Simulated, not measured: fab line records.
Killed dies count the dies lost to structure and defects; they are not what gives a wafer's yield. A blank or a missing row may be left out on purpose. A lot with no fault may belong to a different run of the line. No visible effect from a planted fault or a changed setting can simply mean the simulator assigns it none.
Split-lot experiment ; flow berkeley cmos170 ; 23 wafers read from 5 lots, route of 331 steps

## ON THE SPLIT
At UCB170_PWELL_IMPLANT_15, the setting energy kev was moved away from the recipe's 60 on 8 of the 23 wafers read, by -5.9% to -1.9%. This setting was run at the recipe's value on the other wafers.

The reading comes from the split's own step.

## THE READING
implant.drp nm (the simulator's own value, which no gauge read), in nm, at UCB170_PWELL_IMPLANT_15. There is no usual value for it anywhere in the file.

wafer;tool, chamber at the split;energy kev as run;against the recipe;implant.drp nm, nm;against lot-mates on the recipe
L075.1;implanter-03, 0;58.86;-1.9%;64.04;-0.66
L075.2;implanter-03, 0;58.86;-1.9%;64.04;-0.66
L075.6;implanter-03, 0;58.86;-1.9%;64.04;-0.66
L075.3;implanter-03, 0;60;recipe;64.7;-
L075.5;implanter-03, 0;60;recipe;64.7;-
L076.2;implanter-01, 0;60;recipe;64.7;-
L076.3;implanter-01, 0;60;recipe;64.7;-
L076.4;implanter-01, 0;60;recipe;64.7;-
L076.5;implanter-01, 0;60;recipe;64.7;-
L076.6;implanter-01, 0;60;recipe;64.7;-
L079.2;implanter-03, 0;56.5;-5.8%;62.65;-2.05
L079.3;implanter-03, 0;56.5;-5.8%;62.65;-2.05
L079.4;implanter-03, 0;60;recipe;64.7;-
L079.5;implanter-03, 0;60;recipe;64.7;-
L079.6;implanter-03, 0;60;recipe;64.7;-
L082.1;implanter-01, 0;56.45;-5.9%;62.62;-2.08
L082.3;implanter-01, 0;56.45;-5.9%;62.62;-2.08
L082.5;implanter-01, 0;56.45;-5.9%;62.62;-2.08
L082.4;implanter-01, 0;60;recipe;64.7;-
L082.6;implanter-01, 0;60;recipe;64.7;-
L083.1;implanter-04, 0;60;recipe;64.7;-
L083.3;implanter-04, 0;60;recipe;64.7;-
L083.5;implanter-04, 0;60;recipe;64.7;-

THE FIT
A straight line over all 23 wafers: implant.drp nm changes by +0.351 nm for each +1% of energy kev; r = +1.00; the points scatter about the line by 0.0028 nm.
The same after taking each lot's own level away (the mean of its wafers on the recipe; 23 wafers): +0.351 nm for each +1%; r = +1.00; scatter 0.0028 nm.
The reading moves by 2.1 nm for the largest change in energy kev, on that fit.
The lots' own levels span 64.700 to 64.700 nm.
Hence the lot-to-lot level has little effect on the slope; both slopes agree.
Check: -2.08 nm against its lot-mates is what the line predicts for one of the wafers moved furthest among these (-5.9%) when that wafer is left out of the fit. Against them it came out at -2.08 nm.

## OTHER SPLITS ON THESE WAFERS
Other splits were also applied to these wafers ahead of the reading. Each is held against what the fit with the lots' levels taken away leaves over:
other split on the same wafers;wafers away from the commonest value;r with implant.drp nm (lot level and that fit taken away)
UCB170_START_OXIDATION_02 temp c;18;+0.01

## THE WHOLE CHAIN: every reading that the file lists as answering this split, in the file's order
step;what it does;reading;change (the file's fit);r (the file's)
UCB170_PWELL_IMPLANT_15;;implant.rp nm (the simulator's own value, which no gauge read);+1.73 nm for each +1% of the setting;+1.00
UCB170_PWELL_IMPLANT_15;;implant.drp nm (the simulator's own value, which no gauge read);+0.351 nm for each +1% of the setting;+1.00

## THE FILE'S OWN FIT
implant.drp nm changes by +0.351 nm for each +1% of energy kev, r = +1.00.
